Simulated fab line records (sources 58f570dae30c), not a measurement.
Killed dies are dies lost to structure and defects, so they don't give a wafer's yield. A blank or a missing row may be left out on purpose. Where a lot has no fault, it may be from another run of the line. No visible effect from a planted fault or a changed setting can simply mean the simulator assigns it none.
Matching of chambers || flow berkeley-cmos170 || wet-bench-02 running UCB170_SILICIDE_WET_ETCH_05: 4 sister chambers
The step etches Ti in SPM, time 45 s. 4 wafers are shown with their chamber, then 10 later ones without.

WAFERS WITH THEIR CHAMBER
{"wafer": "L508.6", "chamber": 0, "bath-heat-duty-pct (%)": 9.9}
{"wafer": "L510.6", "chamber": 3, "bath-heat-duty-pct (%)": 12.2}
{"wafer": "L513.4", "chamber": 1, "bath-heat-duty-pct (%)": 12.4}
{"wafer": "L514.4", "chamber": 2, "bath-heat-duty-pct (%)": 14.9}

WAFERS WHOSE CHAMBER IS MISSING
{"wafer": "L514.5", "bath-heat-duty-pct (%)": 15.5}
{"wafer": "L515.1", "bath-heat-duty-pct (%)": 11.2}
{"wafer": "L515.4", "bath-heat-duty-pct (%)": 10.7}
{"wafer": "L515.6", "bath-heat-duty-pct (%)": 10.9}
{"wafer": "L517.2", "bath-heat-duty-pct (%)": 11.1}
{"wafer": "L517.4", "bath-heat-duty-pct (%)": 12.6}
{"wafer": "L517.5", "bath-heat-duty-pct (%)": 12.2}
{"wafer": "L516.2", "bath-heat-duty-pct (%)": 11.2}
{"wafer": "L516.3", "bath-heat-duty-pct (%)": 9.6}
{"wafer": "L516.5", "bath-heat-duty-pct (%)": 10.7}

CHAMBER TAKEN BY EACH
{"wafer": "L514.5", "from the rows above": 2, "in truth": 2}
{"wafer": "L515.1", "from the rows above": "can't be placed: 3 or 1 or 0", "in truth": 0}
{"wafer": "L515.4", "from the rows above": "can't be placed: 0 or 3 or 1", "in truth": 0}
{"wafer": "L515.6", "from the rows above": "can't be placed: 0 or 3 or 1", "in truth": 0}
{"wafer": "L517.2", "from the rows above": "can't be placed: 3 or 0 or 1", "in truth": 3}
{"wafer": "L517.4", "from the rows above": "can't be placed: 1 or 3", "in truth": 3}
{"wafer": "L517.5", "from the rows above": "can't be placed: 3 or 1", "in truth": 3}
{"wafer": "L516.2", "from the rows above": "can't be placed: 3 or 1 or 0", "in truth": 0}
{"wafer": "L516.3", "from the rows above": 0, "in truth": 0}
{"wafer": "L516.5", "from the rows above": "can't be placed: 0 or 3 or 1", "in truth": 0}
Correct placement for 2 of the 10. Unplaceable from these rows: 8, with the true chamber sitting among the candidates in 8. 0 placed wrongly.
How it was worked out, from the rows above alone: a wafer's distance from a chamber is the root of the sum, over the readings, of the square of ((its reading less the chamber's mean) divided by the reading's scatter). If the next closest chamber is less than 2 further off than the closest, the wafer can't be placed; otherwise it belongs to the closest. Each chamber's mean is taken over the wafers shown for it. The scatter: root of mean squared gap, hidden wafer to nearest shown wafer, with one shown wafer a chamber.
